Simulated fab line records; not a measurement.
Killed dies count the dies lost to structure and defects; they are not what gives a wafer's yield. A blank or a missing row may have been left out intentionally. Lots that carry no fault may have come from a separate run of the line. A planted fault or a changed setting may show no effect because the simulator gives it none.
The tool behind it: which one? ; flow berkeleyCmos170 ; 21 wafers from 7 lots sampled at 3 of the route's 331 steps

== WHAT THE GAUGES READ, wafer by wafer ==
UCB170_PLDD_TW_MEAS_11.
lot;measured;on;PLDD_TW
L190;day 6 15:04;filmMetro-01;1014 1002 1017
L193;day 6 21:55;filmMetro-02;1011 1013 1013
L199;day 8 13:02;filmMetro-01;1064 1069 1062
L203;day 9 00:49;filmMetro-02;1012 1015 1015
L208;day 9 20:45;filmMetro-03;999 997 994
L210;day 10 14:26;filmMetro-01;1004 1004 1001
L212;day 10 21:16;filmMetro-02;1021 1018 1018

== EACH LOT AND THE TOOL THAT RAN IT (in order: tool; ch and the chambers of the sampled wafers; start) ==
lot;UCB170_GATE_ETCH_14;UCB170_PLDD_IMPLANT_08
L190;rieDiel-04 ch 0,1, day 6 12:46;implanter-02 ch 0, day 6 14:40
L193;rieDiel-02 ch 1,2,3, day 6 19:40;implanter-01 ch 0, day 6 21:31
L199;rieDiel-02 ch 0,1, day 8 10:21;implanter-02 ch 0, day 8 12:38
L203;rieDiel-02 ch 0,2,3, day 8 22:55;implanter-04 ch 0, day 9 00:25
L208;rieDiel-03 ch 0,1, day 9 18:02;implanter-04 ch 0, day 9 20:21
L210;rieDiel-03 ch 1,2,3, day 10 12:08;implanter-01 ch 0, day 10 14:04
L212;rieDiel-03 ch 0,3, day 10 18:59;implanter-04 ch 0, day 10 20:54
- UCB170_GATE_ETCH_14: etches BARC in N2/H2.
- UCB170_PLDD_IMPLANT_08

== THE ANSWER, worked out from the rows above alone ==
Rule: what is usual is taken from the lots themselves. Put in order of their means at a reading, lots are off if they are a third of the lots or fewer, leave a main group of 4 or more, and stand apart from it by a gap of 3 or more times the standard deviation of the main group's means; of several such gaps the widest counts. Not used: any main group whose means are identical at the precision the tables above print for the reading. Also off: a lot with no number at a reading for which 4 or more lots have one. Where the step has rows for the other lots, those lots are counted as sound.
Off: at UCB170_PLDD_TW_MEAS_11 (PLDD_TW), L199. The main group has a mean of 1009 with a standard deviation of 7.4.
A tool fits if, at a process step before that reading, it ran every lot that is off, and no sound lot after the first of them. Gauges at UCB170_PLDD_TW_MEAS_11: tried the same way as those tools. One fits: implanter-02 at UCB170_PLDD_IMPLANT_08. Its last sound lot is L190 (day 6 14:40), its first lot that is off L199 (day 8 12:38): a fault that began between those two fits.

== WHAT THE SIMULATOR PUT IN ==
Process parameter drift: implanter-02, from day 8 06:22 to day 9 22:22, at UCB170_PLDD_IMPLANT_08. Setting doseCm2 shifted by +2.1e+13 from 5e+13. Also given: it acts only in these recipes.
Struck lots among those shown: L199. The rule above found the same.
